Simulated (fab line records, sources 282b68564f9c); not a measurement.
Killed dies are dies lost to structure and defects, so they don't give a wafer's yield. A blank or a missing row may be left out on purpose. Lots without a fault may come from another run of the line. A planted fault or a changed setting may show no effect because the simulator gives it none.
Split-lot experiment | flow rit_cmos | 5 lots, 23 wafers read, on a route of 202 steps

THE SPLIT
At RIT_ACTIVE_EXPOSE_08 (exposes mask M1, target cd 1400 nm), the setting dose_mj was moved away from the recipe's 225 on 5 of the 23 wafers read, by -7.4% to -6.9%. The other wafers ran this setting at the recipe's value.

FROM THE SPLIT TO THE READING: what the file shows between them, 4 steps
- RIT_ACTIVE_PEB_09
- RIT_ACTIVE_DEVELOP_10: develop time 50 s
- RIT_ACTIVE_CD_MEAS_11: target cd 1400 nm
- RIT_ACTIVE_STRIP_14: strips in O2, time 180 s (also split here: pressure_mtorr)

THE READING
cd_nm, in nm, at RIT_ACTIVE_CD_MEAS_90 (target cd 1400 nm). Fault-free wafers of this fab line usually give 1399.3 nm, standard deviation 2.4 nm.

wafer  | tool, chamber at the split | dose_mj as run | against the recipe | cd_nm, nm | against lot-mates on the recipe
L074.3 | iline_stepper-02, 0        | 225            | recipe             | 1400.4    | -
L074.4 | iline_stepper-02, 0        | 225            | recipe             | 1401.9    | -
L074.6 | iline_stepper-02, 0        | 225            | recipe             | 1399.8    | -
L075.1 | iline_stepper-02, 0        | 225            | recipe             | 1401.7    | -
L075.3 | iline_stepper-02, 0        | 225            | recipe             | 1398.8    | -
L075.4 | iline_stepper-02, 0        | 225            | recipe             | 1399.0    | -
L075.5 | iline_stepper-02, 0        | 225            | recipe             | 1397.5    | -
L075.6 | iline_stepper-02, 0        | 225            | recipe             | 1398.3    | -
L077.1 | iline_stepper-01, 0        | 225            | recipe             | 1396.6    | -
L077.2 | iline_stepper-01, 0        | 208.4          | -7.4%              | 1419.2    | +22.4
L077.3 | iline_stepper-01, 0        | 208.4          | -7.4%              | 1421.7    | +24.9
L077.4 | iline_stepper-01, 0        | 225            | recipe             | 1397.0    | -
L077.6 | iline_stepper-01, 0        | 208.4          | -7.4%              | 1422.3    | +25.5
L082.1 | iline_stepper-01, 0        | 225            | recipe             | 1399.8    | -
L082.2 | iline_stepper-01, 0        | 225            | recipe             | 1399.1    | -
L082.3 | iline_stepper-01, 0        | 225            | recipe             | 1400.3    | -
L082.5 | iline_stepper-01, 0        | 225            | recipe             | 1400.5    | -
L082.6 | iline_stepper-01, 0        | 225            | recipe             | 1396.5    | -
L085.1 | iline_stepper-02, 0        | 225            | recipe             | 1400.4    | -
L085.2 | iline_stepper-02, 0        | 225            | recipe             | 1401.4    | -
L085.3 | iline_stepper-02, 0        | 209.4          | -6.9%              | 1423.1    | +21.4
L085.4 | iline_stepper-02, 0        | 225            | recipe             | 1403.4    | -
L085.5 | iline_stepper-02, 0        | 209.4          | -6.9%              | 1421.3    | +19.6

THE FIT
A straight line over all 23 wafers: cd_nm changes by -3.04 nm for each +1% of dose_mj; r = -0.98; the points scatter about the line by 1.9 nm.
The same after taking each lot's own level away (the mean of its wafers on the recipe; 23 wafers): -3.17 nm for each +1%; r = -0.99; scatter 1.4 nm.
On that fit, the largest move of dose_mj shifts the reading by 23 nm.
The lots' own levels span 1396.80 to 1401.73 nm, that is 2.1 times the standard deviation above.
So the lot-to-lot level changes the slope little: the two slopes agree.
Check: with one of the wafers moved furthest among these (-7.4%) left out of the fit, the line predicts +23.6 nm for it against its lot-mates. It came out at +22.4 nm against them.

OTHER SPLITS ON THESE WAFERS
These wafers also went through other splits before the reading. Each is held against what the fit with the lots' levels taken away leaves over:
other split on the same wafers      | wafers away from the commonest value | r with cd_nm (lot level and that fit taken away)
RIT_ACTIVE_CVD_03 sih2cl2_flow_sccm | 15                                   | +0.01
RIT_ACTIVE_STRIP_14 pressure_mtorr  | 15                                   | -0.04

THE WHOLE CHAIN: every reading that the file lists as answering this split, in the file's order
step                  | what it does      | reading                                                       | change (the file's fit)              | r (the file's)
RIT_ACTIVE_DEVELOP_10 | develop time 50 s | ACTIVE.cd_nm (the simulator's own value, which no gauge read) | -3.14 nm for each +1% of the setting | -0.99
RIT_ACTIVE_CD_MEAS_11 | target cd 1400 nm | cd_nm                                                         | -3.13 nm for each +1% of the setting | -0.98
RIT_ACTIVE_CD_MEAS_90 | target cd 1400 nm | cd_nm                                                         | -3.13 nm for each +1% of the setting | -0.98

THE FILE'S OWN FIT
cd_nm changes by -3.13 nm for each +1% of dose_mj, r = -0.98.
